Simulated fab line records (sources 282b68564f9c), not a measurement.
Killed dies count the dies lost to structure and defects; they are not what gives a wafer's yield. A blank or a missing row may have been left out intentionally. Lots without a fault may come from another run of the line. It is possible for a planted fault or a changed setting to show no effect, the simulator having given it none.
Which of the tools did it?    flow ritCmos    42 wafers from 14 lots sampled at 3 of the route's 202 steps

== WHAT THE GAUGES SHOWED, per wafer ==
RIT_ACTIVE_THK_MEAS_04.
lot   measured     on            ACTIVE_NITRIDE_THK (nm)
L164  day 1 13:33  filmMetro-01  151.3 151.2 150.3
L165  day 1 18:32  filmMetro-01  149.6 151.8 150.0
L166  day 1 23:32  filmMetro-01  152.4 151.7 152.1
L167  day 2 04:32  filmMetro-03  151.2 149.9 149.5
L168  day 2 09:32  filmMetro-03  151.3 150.2 150.9
L170  day 2 19:34  filmMetro-02  151.7 152.5 149.8
L171  day 3 00:33  filmMetro-01  150.9 149.8 151.4
L172  day 3 05:32  filmMetro-01  148.2 149.5 149.8
L174  day 3 15:40  filmMetro-02  151.5 149.9 150.1
L177  day 4 07:55  filmMetro-01  151.1 151.8 150.6
L178  day 4 11:32  filmMetro-01  149.0 148.9 149.2
L181  day 5 03:24  filmMetro-01  151.8 151.9 150.5
L184  day 5 17:32  filmMetro-03  151.3 152.0 151.0
L185  day 5 22:32  filmMetro-03  150.2 150.2 150.9

RIT_PRETRO_OVL_MEAS_06.
lot   measured     on          PRETRO_OVL (nm)
L164  day 2 06:39  overlay-02  -1.0 -0.5 -0.9
L165  day 2 12:16  overlay-02  0.9 -1.5 1.0
L166  day 2 16:25  overlay-02  -3.5 -1.9 -1.9
L167  day 2 22:08  overlay-02  -0.7 -0.7 -0.2
L168  day 3 02:34  overlay-01  2.5 0.2 0.2
L170  day 3 13:40  overlay-01  -2.4 -1.8 -1.5
L171  day 3 21:26  overlay-02  -1.1 -1.1 -0.7
L172  day 4 09:05  overlay-02  -0.8 -2.0 0.1
L174  day 4 12:58  overlay-02  0.6 -0.4 -0.3
L177  day 5 01:11  overlay-01  -1.0 -1.1 -0.7
L178  day 5 06:08  overlay-02  -2.3 0.9 -1.3
L181  day 5 20:56  overlay-01  -1.0 -1.5 -1.1
L184  day 6 11:20  overlay-01  -0.1 -1.4 -0.5
L185  day 6 17:01  overlay-01  0.1 -0.3 -0.1

RIT_GATE_CD_MEAS_90 targets a cd of 150 nm.
lot   measured     on        cdNm (nm)
L164  day 2 13:10  cdSem-02  149.1 147.0 146.9
L165  day 2 18:07  cdSem-01  150.3 148.6 151.6
L166  day 2 22:56  cdSem-02  153.2 153.2 153.2
L167  day 3 04:14  cdSem-01  152.2 149.9 150.5
L168  day 3 12:25  cdSem-01  149.3 149.1 149.9
L170  day 4 01:50  cdSem-01  152.5 153.1 148.9
L171  day 4 04:20  cdSem-01  150.9 150.9 153.6
L172  day 4 14:52  cdSem-01  149.0 148.8 149.3
L174  day 4 19:14  cdSem-01  150.2 151.4 149.6
L177  day 5 07:23  cdSem-01  149.4 150.6 148.4
L178  day 5 14:05  cdSem-01  149.2 150.4 151.6
L181  day 6 03:36  cdSem-01  149.2 151.4 148.5
L184  day 6 17:09  cdSem-02  150.2 148.8 147.3
L185  day 6 22:50  cdSem-02  152.9 151.1 150.9

== WHICH TOOL RAN EACH LOT (tool, then ch and the chambers of the sampled wafers, then the start) ==
Before these readings, the record contains no process step.

== AS READ BY THE TOOLS THEMSELVES (means over the sampled wafers that have a number; for cases with no such wafer, the mark the record gives instead) ==
The record holds no such reading with a usual standard deviation.

== THE ANSWER, worked out from the rows above alone ==
Rule: what is usual is taken from the lots themselves. The widest of any qualifying gaps counts: lots, ordered by their means at a reading, are off when they make up no more than a third of the lots, leave a main group of 4 or more, and stand apart from it by 3 or more times the standard deviation of that group's means. A main group is skipped when, at the precision printed for the reading in the tables above, its means are all equal. A lot without any number at a reading at which 4 lots or more have one is off too. All remaining lots with rows at the step are treated as sound. First the gauges in route order, then the tools' own readings, where a lot's mean is used as printed above. The first step at which some lot is off is used, and at that step the reading that is off furthest; a lot without a number counts as furthest.
Across all readings shown, no lot is off: no conclusion can be drawn from this.

== WHAT THE SIMULATOR HAD PUT IN ==
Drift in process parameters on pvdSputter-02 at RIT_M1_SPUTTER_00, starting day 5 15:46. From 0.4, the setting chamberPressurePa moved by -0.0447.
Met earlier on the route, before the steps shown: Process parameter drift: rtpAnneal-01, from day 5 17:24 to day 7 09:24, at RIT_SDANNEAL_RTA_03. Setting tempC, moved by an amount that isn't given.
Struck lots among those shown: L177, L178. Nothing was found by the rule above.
